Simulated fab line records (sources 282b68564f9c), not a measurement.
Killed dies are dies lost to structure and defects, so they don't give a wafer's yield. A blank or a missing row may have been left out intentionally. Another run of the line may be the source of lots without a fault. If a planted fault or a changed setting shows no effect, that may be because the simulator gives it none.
Which tool is to blame?    flow rit_cmos    14 lots with 42 wafers sampled at 3 steps, on a route of 202 steps

WHAT THE GAUGES SHOWED, per wafer
RIT_NRETRO_OVL_MEAS_06.
lot   measured     on          NRETRO_OVL (nm)
L112  day 2 15:47  overlay-01  1.4 1.8 0.7
L113  day 2 16:22  overlay-01  1.7 -0.3 0.6
L114  day 3 00:20  overlay-01  1.0 1.4 2.3
L115  day 3 04:50  overlay-02  0.5 0.3 3.3
L117  day 3 12:27  overlay-01  0.6 1.5 0.7
L118  day 3 19:20  overlay-01  0.8 0.1 0.3
L119  day 3 23:43  overlay-01  1.2 0.7 1.1
L120  day 4 04:42  overlay-02  1.9 0.5 0.9
L121  day 4 13:58  overlay-01  - - -
L122  day 4 17:37  overlay-02  - - -
L123  day 4 19:01  overlay-01  3.5 1.3 1.5
L130  day 6 13:11  overlay-01  3.4 -0.9 -0.3
L132  day 6 19:39  overlay-01  0.8 2.2 1.2
L133  day 6 21:07  overlay-01  0.3 2.0 0.3

RIT_PRETRO_TW_MEAS_10.
lot   measured     on             PRETRO_TW
L112  day 2 18:04  film_metro-04  475 479 476
L113  day 2 18:34  film_metro-01  470 471 472
L114  day 3 02:37  film_metro-02  479 477 477
L115  day 3 07:07  film_metro-01  474 472 473
L117  day 3 14:37  film_metro-04  481 479 475
L118  day 3 21:40  film_metro-01  469 471 470
L119  day 4 01:53  film_metro-04  481 483 482
L120  day 4 06:52  film_metro-02  481 479 480
L121  day 4 16:16  film_metro-04  1090 1091 1088
L122  day 4 19:53  film_metro-04  1097 1100 1096
L123  day 4 21:18  film_metro-01  468 467 471
L130  day 6 15:20  film_metro-01  476 474 475
L132  day 6 21:56  film_metro-01  473 475 475
L133  day 6 23:20  film_metro-02  481 482 479

EACH LOT AND THE TOOL THAT RAN IT (in order: tool; ch and the chambers of the sampled wafers; start)
lot   RIT_NRETRO_COAT_01
L112  litho_track-04 ch 0, day 2 14:50
L113  litho_track-02 ch 0, day 2 15:26
L114  litho_track-01 ch 0, day 2 23:23
L115  litho_track-01 ch 0, day 3 04:08
L117  litho_track-01 ch 0, day 3 11:43
L118  litho_track-02 ch 0, day 3 18:29
L119  litho_track-02 ch 0, day 3 22:55
L120  litho_track-02 ch 0, day 4 03:58
L121  litho_track-01, day 4 13:16
L122  litho_track-02, day 4 16:46
L123  litho_track-01 ch 0, day 4 18:17
L130  litho_track-02 ch 0, day 6 12:14
L132  litho_track-02 ch 0, day 6 18:47
L133  litho_track-01 ch 0, day 6 20:24
- RIT_NRETRO_COAT_01: resist thk 1300 nm.

WHAT THE TOOLS THEMSELVES READ (means of the sampled wafers that have a number; where no wafer has one, the mark that the record gives instead)
RIT_NRETRO_COAT_01.
lot   tool            chill_plate_temp_C (C)  dispense_pressure_kPa (kPa)
L112  litho_track-04  23.01                   52.9
L113  litho_track-02  22.97                   48.0
L114  litho_track-01  22.95                   44.5
L115  litho_track-01  23.05                   44.5
L117  litho_track-01  22.98                   44.5
L118  litho_track-02  22.98                   48.1
L119  litho_track-02  22.92                   48.1
L120  litho_track-02  22.95                   48.1
L121  litho_track-01  -                       -
L122  litho_track-02  -                       -
L123  litho_track-01  22.90                   44.5
L130  litho_track-02  22.99                   48.1
L132  litho_track-02  22.92                   48.1
L133  litho_track-01  23.11                   44.5

THE ANSWER, worked out from the rows above alone
Rule: usual is defined by the lots themselves. The widest of any qualifying gaps counts: lots, ordered by their means at a reading, are off when they make up no more than a third of the lots, leave a main group of 4 or more, and stand apart from it by 3 or more times the standard deviation of that group's means. A main group is skipped when, at the precision printed for the reading in the tables above, its means are all equal. A lot without any number at a reading at which 4 lots or more have one is off too. Any other lot the step has rows for is counted as sound. Order of review: gauges by route order, followed by the tools' own readings, for which a lot's mean as printed above is used. At the first step where some lot is off, the reading lying furthest off is the one used; lots without a number count as furthest.
Off: L121, L122, at RIT_NRETRO_OVL_MEAS_06 (NRETRO_OVL). Without a number there: L121, L122. The main group has a mean of 1.1 nm with a standard deviation of 0.44.
A tool fits if, at a process step before that reading, it ran every lot that is off, and no sound lot after the first of them. The gauges at RIT_NRETRO_OVL_MEAS_06 aren't tried: what is off there is off at RIT_PRETRO_TW_MEAS_10 too, on other tools, and a gauge's error can't cause that. None of those tried fits.

WHAT THE SIMULATOR PUT IN
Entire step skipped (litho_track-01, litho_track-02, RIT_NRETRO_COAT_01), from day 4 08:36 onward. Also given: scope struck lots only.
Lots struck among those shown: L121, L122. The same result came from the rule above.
